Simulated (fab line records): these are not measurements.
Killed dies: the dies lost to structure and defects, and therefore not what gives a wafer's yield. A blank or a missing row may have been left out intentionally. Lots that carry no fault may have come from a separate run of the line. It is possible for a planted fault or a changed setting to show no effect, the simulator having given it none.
What tool caused it? | flow berkeley cmos170 | 42 wafers from 14 lots sampled at 4 of the route's 331 steps

## WHAT THE GAUGES SHOWED, per wafer
UCB170_M2_RS_MEAS_02: measurement is done with a four-point probe. Usual: for M2_AL_RS the level is 0.0320 ohm/sq and the standard deviation is 0.00033.
lot  | measured     | on            | M2_AL_RS (ohm/sq)    | flag
L729 | day 8 19:13  | film metro-04 | 0.0322 0.0323 0.0323 |
L730 | day 9 08:28  | film metro-03 | 0.0323 0.0324 0.0320 |
L731 | day 9 08:23  | film metro-04 | 0.0320 0.0315 0.0314 |
L732 | day 9 06:29  | film metro-04 | 0.0317 0.0326 0.0322 |
L734 | day 9 09:08  | film metro-03 | 0.0323 0.0318 0.0321 |
L736 | day 9 20:28  | film metro-02 | 0.0318 0.0321 0.0319 |
L737 | day 10 17:16 | film metro-03 | 0.0318 0.0319 0.0317 |
L738 | day 10 18:15 | film metro-02 | 0.0326 0.0320 0.0315 |
L740 | day 11 04:02 | film metro-04 | 0.0317 0.0316 0.0317 |
L743 | day 11 07:41 | film metro-02 | 0.0322 0.0322 0.0323 |
L748 | day 13 04:53 | film metro-03 | 0.0316 0.0316 0.0319 |
L749 | day 13 12:53 | film metro-04 | 0.0320 0.0319 0.0320 |
L751 | day 13 14:40 | film metro-04 | 0.0312 0.0321 0.0318 |
L752 | day 14 03:13 | film metro-03 | 0.0326 0.0326 0.0319 |

UCB170_V2_OVL_MEAS_13. Usual: for V2_OVL the level is -2 nm and the standard deviation is 4.8.
lot  | measured     | on         | V2_OVL (nm) | flag
L729 | day 8 23:43  | overlay-02 | -3 -3 -8    |
L730 | day 9 14:36  | overlay-02 | 0 -3 -11    |
L731 | day 9 13:33  | overlay-01 | -5 0 -5     |
L732 | day 9 11:35  | overlay-01 | 0 -1 1      |
L734 | day 9 15:36  | overlay-01 | -1 -4 3     |
L736 | day 10 00:50 | overlay-01 | -5 -6 -3    |
L737 | day 10 21:54 | overlay-01 | 4 5 3       |
L738 | day 10 23:29 | overlay-02 | -16 -2 -12  |
L740 | day 11 08:29 | overlay-02 | -2 -4 2     |
L743 | day 11 14:30 | overlay-02 | 0 1 2       |
L748 | day 13 09:20 | overlay-01 | -3 0 -6     |
L749 | day 13 17:35 | overlay-02 | -8 -3 -9    |
L751 | day 13 20:32 | overlay-01 | 7 3 8       |
L752 | day 14 07:46 | overlay-01 | -9 -1 -7    |

## WHICH TOOL RAN EACH LOT (tool, then ch and the chambers of the sampled wafers, then the start)
lot  | UCB170_PWELL_CLEAN_01          | UCB170_SDANNEAL_RTA_01
L729 | wet bench-04 ch 1, day 2 18:06 | rtp anneal-01 ch 0, day 8 06:40
L730 | wet bench-04 ch 0, day 3 09:05 | rtp anneal-01 ch 0, day 8 17:53
L731 | wet bench-02 ch 2, day 3 09:28 | rtp anneal-01 ch 0, day 8 18:44
L732 | wet bench-04 ch 3, day 3 09:55 | rtp anneal-02 ch 0, day 8 17:45
L734 | wet bench-03 ch 0, day 3 19:05 | rtp anneal-02 ch 0, day 8 18:10
L736 | wet bench-03 ch 0, day 4 03:43 | rtp anneal-02 ch 0, day 9 08:06
L737 | wet bench-02 ch 1, day 4 17:34 | rtp anneal-01 ch 0, day 10 03:56
L738 | wet bench-02 ch 0, day 4 17:34 | rtp anneal-02 ch 0, day 10 04:24
L740 | wet bench-02 ch 3, day 5 02:19 | rtp anneal-01 ch 0, day 10 15:25
L743 | wet bench-02 ch 1, day 5 11:27 | rtp anneal-01 ch 0, day 10 15:58
L748 | wet bench-02 ch 0, day 6 15:08 | rtp anneal-02 ch 0, day 12 13:35
L749 | wet bench-02 ch 3, day 7 00:28 | rtp anneal-01 ch 0, day 12 22:47
L751 | wet bench-04 ch 0, day 7 09:16 | rtp anneal-01 ch 0, day 13 03:25
L752 | wet bench-04 ch 0, day 7 21:07 | rtp anneal-02 ch 0, day 13 14:01
- UCB170_PWELL_CLEAN_01: cleans in dHF, time 60 s.
- UCB170_SDANNEAL_RTA_01: time 5 s.

## AS READ BY THE TOOLS THEMSELVES (means over the sampled wafers that have a number; for cases with no such wafer, the mark the record gives instead)
UCB170_SDANNEAL_RTA_01. Usual: lamp power pct 40.9 %, standard deviation 1.4; wafer_temp_C_max 1055.4, standard deviation 1.3.
lot  | tool          | lamp power pct (%) | wafer_temp_C_max | flag
L729 | rtp anneal-01 | 42.3               | 1055.3           |
L730 | rtp anneal-01 | 42.3               | 1053.9           |
L731 | rtp anneal-01 | 42.3               | 1053.9           |
L732 | rtp anneal-02 | 39.5               | 1056.5           |
L734 | rtp anneal-02 | 39.5               | 1055.1           |
L736 | rtp anneal-02 | 39.4               | 1057.1           |
L737 | rtp anneal-01 | 42.3               | 1055.7           |
L738 | rtp anneal-02 | 39.4               | 1056.2           |
L740 | rtp anneal-01 | 42.3               | 1054.7           |
L743 | rtp anneal-01 | 42.3               | 1054.7           |
L748 | rtp anneal-02 | 39.4               | 1056.4           |
L749 | rtp anneal-01 | 42.3               | 1054.6           |
L751 | rtp anneal-01 | 42.3               | 1054.9           |
L752 | rtp anneal-02 | 39.4               | 1057.4           |

## THE ANSWER, worked out from the rows above alone
Rule: a lot is off if the mean of its wafers that have a number lies more than 3 standard deviations from the usual mean. Also off: a lot with no number at a reading for which 4 or more lots have one. Where the step has rows for the other lots, those lots are counted as sound. After the gauges, taken in route order, come the tools' own readings; for these a lot's mean is taken, as printed above. The first step at which some lot is off is used, and at that step the reading that is off furthest; a lot without a number counts as furthest.
Nothing can be told from this: no lot is off at any reading shown.

## WHAT WAS PUT IN BY THE SIMULATOR
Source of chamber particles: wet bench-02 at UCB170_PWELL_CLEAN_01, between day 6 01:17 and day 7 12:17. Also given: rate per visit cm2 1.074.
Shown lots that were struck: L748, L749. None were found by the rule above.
